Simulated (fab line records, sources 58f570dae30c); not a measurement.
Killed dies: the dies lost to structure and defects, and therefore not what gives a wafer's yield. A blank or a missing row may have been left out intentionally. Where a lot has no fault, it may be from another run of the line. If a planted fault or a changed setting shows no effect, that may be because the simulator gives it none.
What tool caused it?    flow berkeley cmos170    39 wafers from 13 lots sampled at 6 of the route's 331 steps

== WHAT THE GAUGES READ, wafer by wafer ==
UCB170_NWELL_OVL_MEAS_12. Usual: NWELL_OVL typically reads 6 nm, with standard deviation 5.5.
lot   measured     on          NWELL_OVL (nm)  flag
L738  day 2 12:37  overlay-01  12 10 12        
L739  day 2 18:53  overlay-01  8 7 8           
L742  day 3 23:15  overlay-02  7 5 10          
L743  day 4 07:06  overlay-02  0 11 -3         
L747  day 4 16:46  overlay-02  -3 7 12         
L746  day 4 16:56  overlay-02  9 7 10          
L745  day 4 17:01  overlay-01  12 12 4         
L749  day 4 23:57  overlay-02  4 -4 5          
L748  day 5 00:10  overlay-02  8 14 11         
L750  day 5 08:23  overlay-02  10 -3 1         
L752  day 5 14:26  overlay-02  3 -2 7          
L758  day 6 18:36  overlay-01  0 4 -5          
L760  day 7 01:34  overlay-02  3 1 4           

UCB170_PWELL_OVL_MEAS_13. Usual: PWELL_OVL typically reads 0 nm, with standard deviation 5.3.
lot   measured     on          PWELL_OVL (nm)  flag
L738  day 3 16:26  overlay-01  -9 -7 -2        
L739  day 3 16:05  overlay-02  0 1 -3          
L742  day 4 21:13  overlay-01  1 1 5           
L743  day 5 06:01  overlay-02  -9 0 -2         
L747  day 5 10:45  overlay-01  -1 3 -3         
L746  day 5 10:52  overlay-02  10 1 5          
L745  day 5 17:50  overlay-01  -3 -6 2         
L749  day 5 17:34  overlay-02  9 -2 1          
L748  day 5 19:24  overlay-02  -2 0 5          
L750  day 6 03:13  overlay-01  - - -           OFF
L752  day 6 10:38  overlay-01  1 4 0           
L758  day 7 10:59  overlay-02  6 10 6          
L760  day 7 14:26  overlay-01  -7 2 -8         

UCB170_PWELL_TW_MEAS_17. Usual: PWELL_TW typically reads 377, with standard deviation 3.3.
lot   measured     on             PWELL_TW     flag
L738  day 3 16:49  film metro-03  377 376 376  
L739  day 3 16:29  film metro-01  382 379 382  
L742  day 4 21:36  film metro-01  386 382 383  
L743  day 5 06:23  film metro-03  377 375 377  
L747  day 5 11:09  film metro-01  380 381 381  
L746  day 5 11:14  film metro-03  376 374 377  
L745  day 5 18:14  film metro-04  375 371 375  
L749  day 5 17:57  film metro-04  376 376 375  
L748  day 5 19:47  film metro-01  381 383 382  
L750  day 6 03:37  film metro-03  30 30 30     OFF
L752  day 6 11:01  film metro-03  377 376 379  
L758  day 7 11:22  film metro-03  374 374 373  
L760  day 7 14:49  film metro-04  376 375 375  

UCB170_PVT_TW_MEAS_09. Usual: PVT_TW typically reads 505, with standard deviation 3.7.
lot   measured      on             PVT_TW       flag
L738  day 6 13:04   film metro-03  506 503 507  
L739  day 6 12:28   film metro-04  503 502 501  
L742  day 7 12:22   film metro-01  509 509 508  
L743  day 7 11:53   film metro-04  506 503 506  
L747  day 7 21:26   film metro-01  509 508 511  
L746  day 7 21:04   film metro-04  501 503 502  
L745  day 8 01:19   film metro-03  503 506 505  
L749  day 8 01:35   film metro-04  499 500 501  
L748  day 8 11:32   film metro-04  502 502 501  
L752  day 8 23:49   film metro-01  510 512 512  
L758  day 10 01:47  film metro-01  512 507 508  
L760  day 10 01:44  film metro-01  509 507 509  

== TOOL THAT RAN EACH LOT (tool first, then ch and the chambers of the sampled wafers, then the start) ==
lot   UCB170_PWELL_EXPOSE_10            UCB170_ACTIVE_SOFTBAKE_09
L738  krf scanner-01 ch 0, day 3 16:02  litho track-03 ch 0, day 5 02:10
L739  krf scanner-02 ch 0, day 3 15:43  litho track-01 ch 0, day 5 02:12
L742  krf scanner-02 ch 0, day 4 20:49  litho track-01 ch 0, day 6 02:30
L743  krf scanner-02 ch 0, day 5 05:20  litho track-02 ch 0, day 6 05:29
L747  krf scanner-02 ch 0, day 5 10:23  litho track-01 ch 0, day 6 12:15
L746  krf scanner-02 ch 0, day 5 10:28  litho track-02 ch 0, day 6 12:28
L745  krf scanner-02 ch 0, day 5 17:01  litho track-02 ch 0, day 6 18:11
L749  krf scanner-02 ch 0, day 5 16:45  litho track-01 ch 0, day 6 18:06
L748  krf scanner-02 ch 0, day 5 19:01  litho track-01 ch 0, day 7 04:22
L750  krf scanner-02 ch 0, day 6 02:39  -
L752  krf scanner-02 ch 0, day 6 10:01  litho track-02 ch 0, day 7 17:13
L758  krf scanner-02 ch 0, day 7 10:28  litho track-03 ch 0, day 8 13:34
L760  krf scanner-01 ch 0, day 7 14:03  litho track-02 ch 0, day 8 13:38
- UCB170_PWELL_EXPOSE_10: exposes mask PWELL, target cd 3000 nm.
- UCB170_ACTIVE_SOFTBAKE_09: time 62.64 s.

== AS READ BY THE TOOLS THEMSELVES (means over the sampled wafers that have a number; for cases with no such wafer, the mark the record gives instead) ==
UCB170_PWELL_EXPOSE_10. Usual: focus offset nm at -0.1 nm, with a standard deviation of 0.53.
lot   tool            focus offset nm (nm)  flag
L738  krf scanner-01  -0.2                  
L739  krf scanner-02  -0.7                  
L742  krf scanner-02  -1.1                  
L743  krf scanner-02  0.1                   
L747  krf scanner-02  -0.3                  
L746  krf scanner-02  0.4                   
L745  krf scanner-02  0.2                   
L749  krf scanner-02  -0.0                  
L748  krf scanner-02  0.1                   
L750  krf scanner-02  0.4                   
L752  krf scanner-02  -0.1                  
L758  krf scanner-02  0.5                   
L760  krf scanner-01  0.1                   

UCB170_ACTIVE_SOFTBAKE_09. Usual: heater power total W 56.72 W, standard deviation 0.049; plate sensor t centre C 131.41 C, standard deviation 0.0096; plate sensor t edge C 131.53 C, standard deviation 0.01.
lot   tool            heater power total W (W)  plate sensor t centre C (C)  plate sensor t edge C (C)  flag
L738  litho track-03  56.74                     131.41                       131.53                     
L739  litho track-01  56.70                     131.42                       131.54                     
L742  litho track-01  56.71                     131.41                       131.52                     
L743  litho track-02  56.70                     131.41                       131.53                     
L747  litho track-01  56.71                     131.41                       131.53                     
L746  litho track-02  56.71                     131.41                       131.52                     
L745  litho track-02  56.72                     131.41                       131.53                     
L749  litho track-01  56.70                     131.41                       131.54                     
L748  litho track-01  56.71                     131.41                       131.54                     
L752  litho track-02  56.71                     131.41                       131.54                     
L758  litho track-03  56.72                     131.41                       131.53                     
L760  litho track-02  56.72                     131.41                       131.53                     

== THE ANSWER, worked out from the rows above alone ==
Rule: take the mean of a lot's wafers that have a number; if it is more than 3 standard deviations from the usual mean, the lot is off. Also off: a lot with no number at a reading for which 4 or more lots have one. Any other lot the step has rows for is counted as sound. After the gauges, taken in route order, come the tools' own readings; for these a lot's mean is taken, as printed above. The first step at which some lot is off is used, and at that step the reading that is off furthest; a lot without a number counts as furthest.
Off: at UCB170_PWELL_OVL_MEAS_13 (PWELL_OVL), L750. Without a number there: L750.
If a tool, at a process step before that reading, ran all the lots that are off and no sound lot after the first of them, it fits. Not tried: the gauges at UCB170_PWELL_OVL_MEAS_13; whatever is off there is also off at UCB170_PWELL_TW_MEAS_17, on other tools, and gauge error can't account for it. Of those tried, none fits.

== WHAT THE SIMULATOR HAD INSERTED ==
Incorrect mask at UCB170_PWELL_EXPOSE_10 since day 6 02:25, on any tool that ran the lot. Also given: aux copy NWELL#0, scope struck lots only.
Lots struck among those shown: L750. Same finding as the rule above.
